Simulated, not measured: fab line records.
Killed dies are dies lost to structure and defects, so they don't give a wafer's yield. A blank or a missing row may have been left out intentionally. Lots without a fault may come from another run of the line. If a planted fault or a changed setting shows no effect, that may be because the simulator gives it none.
What tool caused it?	flow rit_cmos	route of 202 steps, sampled at 1 step: 7 lots, 21 wafers

## WHAT THE GAUGES READ, wafer by wafer
RIT_ACTIVE_BOW_MEAS_00.
lot	measured	on	INCOMING_BOW (um)
L220	day 1 15:00	film_metro-02	9 2 6
L225	day 2 16:00	film_metro-03	-14 0 4
L228	day 3 07:00	film_metro-02	0 1 12
L230	day 3 17:00	film_metro-04	-11 10 3
L235	day 4 18:00	film_metro-02	-2 3 8
L238	day 5 09:02	film_metro-03	2 2 -7
L242	day 6 05:01	film_metro-04	2 3 11

## WHAT TOOL EACH LOT RAN ON (gives the tool, then ch and the chambers of the sampled wafers, and finally the start)
The record holds no process step before these readings.

## THE ANSWER, worked out from the rows above alone
Rule: what is usual is taken from the lots themselves. The widest of any qualifying gaps counts: lots, ordered by their means at a reading, are off when they make up no more than a third of the lots, leave a main group of 4 or more, and stand apart from it by 3 or more times the standard deviation of that group's means. The tables above print the reading to a certain number of digits; a main group whose means all agree to those digits is not used. Also off: a lot with no number at a reading for which 4 or more lots have one. All remaining lots with rows at the step are treated as sound.
Across all readings shown, no lot is off: no conclusion can be drawn from this.

## WHAT WAS PUT IN BY THE SIMULATOR
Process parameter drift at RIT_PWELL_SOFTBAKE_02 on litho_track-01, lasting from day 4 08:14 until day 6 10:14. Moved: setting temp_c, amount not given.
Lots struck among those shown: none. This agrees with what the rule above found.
